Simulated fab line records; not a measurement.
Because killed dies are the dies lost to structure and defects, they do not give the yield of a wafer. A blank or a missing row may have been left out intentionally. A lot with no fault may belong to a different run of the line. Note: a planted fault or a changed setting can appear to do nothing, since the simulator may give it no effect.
Lot-split experiment | flow berkeleyCmos170 | on a route of 331 steps: 5 lots, 27 wafers read

== ON THE SPLIT ==
At UCB170_ACTIVE_OXIDATION_02 (target thk 26.4 nm, ox time 1260 s), the setting oxTimeS was moved away from the recipe's 1260 s on 12 of the 27 wafers read, by -57.0% to -48.3%. The other wafers ran this setting at the recipe's value.

Split to reading: the file shows no intervening step.

== THE READING ==
ACTIVE_OXIDE_THK, in nm, at UCB170_ACTIVE_THK_MEAS_03. On this fab line, fault-free wafers typically give 26.3 nm with a standard deviation of 0.57 nm.

wafer  | tool, chamber at the split | oxTimeS as run, s | against the recipe | ACTIVE_OXIDE_THK, nm | against lot-mates on the recipe
L074.1 | -, -                       | 541.5             | -57.0%             | 16.4                 | no lot-mate on the recipe
L074.2 | -, -                       | 541.5             | -57.0%             | 16.3                 | no lot-mate on the recipe
L074.3 | -, -                       | 541.5             | -57.0%             | 16.5                 | no lot-mate on the recipe
L074.4 | -, -                       | 541.5             | -57.0%             | 16.3                 | no lot-mate on the recipe
L074.5 | -, -                       | 541.5             | -57.0%             | 16.2                 | no lot-mate on the recipe
L074.6 | -, -                       | 541.5             | -57.0%             | 16.5                 | no lot-mate on the recipe
L075.1 | -, -                       | 651.3             | -48.3%             | 18.1                 | no lot-mate on the recipe
L075.2 | -, -                       | 651.3             | -48.3%             | 18.1                 | no lot-mate on the recipe
L075.3 | -, -                       | 651.3             | -48.3%             | 18.1                 | no lot-mate on the recipe
L075.4 | -, -                       | 651.3             | -48.3%             | 17.9                 | no lot-mate on the recipe
L075.5 | -, -                       | 651.3             | -48.3%             | 18.1                 | no lot-mate on the recipe
L075.6 | -, -                       | 651.3             | -48.3%             | 18.2                 | no lot-mate on the recipe
L076.1 | -, -                       | 1260              | recipe             | 25.6                 | -
L076.2 | -, -                       | 1260              | recipe             | 25.9                 | -
L076.3 | -, -                       | 1260              | recipe             | 25.3                 | -
L076.4 | -, -                       | 1260              | recipe             | 25.7                 | -
L076.5 | -, -                       | 1260              | recipe             | 25.8                 | -
L076.6 | -, -                       | 1260              | recipe             | 25.7                 | -
L084.1 | furnace-04, 0              | 1260              | recipe             | 26.4                 | -
L084.4 | furnace-04, 0              | 1260              | recipe             | 26.0                 | -
L084.5 | furnace-04, 0              | 1260              | recipe             | 26.6                 | -
L083.1 | -, -                       | 1260              | recipe             | 25.6                 | -
L083.2 | -, -                       | 1260              | recipe             | 26.1                 | -
L083.3 | -, -                       | 1260              | recipe             | 26.1                 | -
L083.4 | -, -                       | 1260              | recipe             | 25.6                 | -
L083.5 | -, -                       | 1260              | recipe             | 26.1                 | -
L083.6 | -, -                       | 1260              | recipe             | 25.9                 | -

THE FIT
A straight line over all 27 wafers: ACTIVE_OXIDE_THK changes by +0.165 nm for each +1% of oxTimeS; r = +1.00; the points scatter about the line by 0.28 nm.
Too few moved wafers with a lot-mate on the recipe to fit a line net of each lot's own level.

== THE WHOLE CHAIN: every reading that the file lists as answering this split, in the file's order ==
step                       | what it does                                                               | reading                                                                            | change (the file's fit)               | r (the file's)
UCB170_ACTIVE_OXIDATION_02 | target thk 26.4 nm, ox time 1260 s                                         | SiO2_of_ACTIVE_OXIDATION_02.thkNm (the simulator's own value, which no gauge read) | +0.165 nm for each +1% of the setting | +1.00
UCB170_ACTIVE_THK_MEAS_03  |                                                                            | ACTIVE_OXIDE_THK                                                                   | +0.165 for each +1% of the setting    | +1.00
UCB170_ACTIVE_ETCH_15      | etches Si3N4 in CH3F/Ar/O2, stops on SiO2, target depth 242 nm, time 151 s | SiO2_of_ACTIVE_OXIDATION_02.thkNm (the simulator's own value, which no gauge read) | +0.164 nm for each +1% of the setting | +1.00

== THE FILE'S OWN FIT ==
ACTIVE_OXIDE_THK changes by +0.165 nm for each +1% of oxTimeS, r = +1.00.
